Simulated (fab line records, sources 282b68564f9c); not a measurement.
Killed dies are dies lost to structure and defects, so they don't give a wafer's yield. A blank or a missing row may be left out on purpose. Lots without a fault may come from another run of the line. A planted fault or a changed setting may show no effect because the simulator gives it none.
Problem report in the 8D (eight disciplines) form, filled by code | flow rit_cmos | the parts of the form that need people (team, actions taken, sign-off) are left out

1. THE PROBLEM
tube_center_temp_C at RIT_M1_ANNEAL_15 reads a mean of 455.07 C on 12 wafers of 4 lots; wafers without a fault read 450.01 C with a standard deviation of 0.041. That is +99 or more standard deviations from the usual mean.
The step: time 1839 s.
First seen on wafer L891.1, day 5 17:46, on furnace-02. The record holds 39 wafers of 13 lots with a number at this step. Rule for "out", or "out of limits": more than 4 standard deviations from the usual mean. The other wafers with a number count as sound.

2. WHAT IT IS AND WHAT IT IS NOT
question                    | is                                         | is not
which readings at this step | tube_center_temp_C, tube_center_temp_C_max | -
which lots                  | L891, L892, L893, L894                     | L882, L883, L884, L885, L886, L887, L888, L889, L890
which wafers of those lots  | all that have a number                     | -
read on which tools         | furnace-02                                 | -
when                        | from day 5 17:46                           | up to then (27 sound wafers)

3. SUSPECTS, AND WHAT RULES EACH OUT
Counting: a tool at a process step up to the reading stays a suspect if it ran every lot that is out and no sound lot after the first of them.
- furnace-02 at RIT_M1_ANNEAL_15 (time 1839 s): kept. It ran every lot that is out, first L891 (day 5 17:46), and no sound lot after that; its last sound lot up to then is L890 (day 5 04:33). Its own readings are out on those wafers: tube_center_temp_C, tube_center_temp_C_max.
Left after counting: furnace-02 at RIT_M1_ANNEAL_15.

4. THE CAUSE (what the simulator had put in)
Process parameter drift: furnace-02, from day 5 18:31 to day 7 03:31, at RIT_M1_ANNEAL_15. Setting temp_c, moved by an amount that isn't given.
Counting left only this tool.

5. THE CHAIN OF EFFECTS, in route order
Each row: a reading whose mean over the struck wafers that have a number lies more than 3 standard deviations from the usual. Only readings for which the record gives a usual standard deviation are gone through. hours: the time from each lot's start at the first step in this table that gives one to its start at this step, as a median over the lots. sigmas: the change in usual standard deviations.
hours | step             | reading                | usual    | on struck wafers | change | sigmas
0     | RIT_M1_ANNEAL_15 | spike_tc_centre_C      | 453.2 C  | 457.7            | +4.5   | +4.5
0     | RIT_M1_ANNEAL_15 | spike_tc_load_C        | 468.7 C  | 474.1            | +5.4   | +5.6
0     | RIT_M1_ANNEAL_15 | spike_tc_source_C      | 465.5 C  | 470.6            | +5.1   | +4.6
0     | RIT_M1_ANNEAL_15 | tube_center_temp_C     | 450.01 C | 455.07           | +5.06  | +99 or more
0     | RIT_M1_ANNEAL_15 | tube_center_temp_C_max | 451.13   | 456.26           | +5.13  | +28
The process steps in it:
- RIT_M1_ANNEAL_15: time 1839 s.

6. WHAT WOULD HAVE CAUGHT IT SOONER
In this record the first reading out of limits was taken at day 5 17:46.
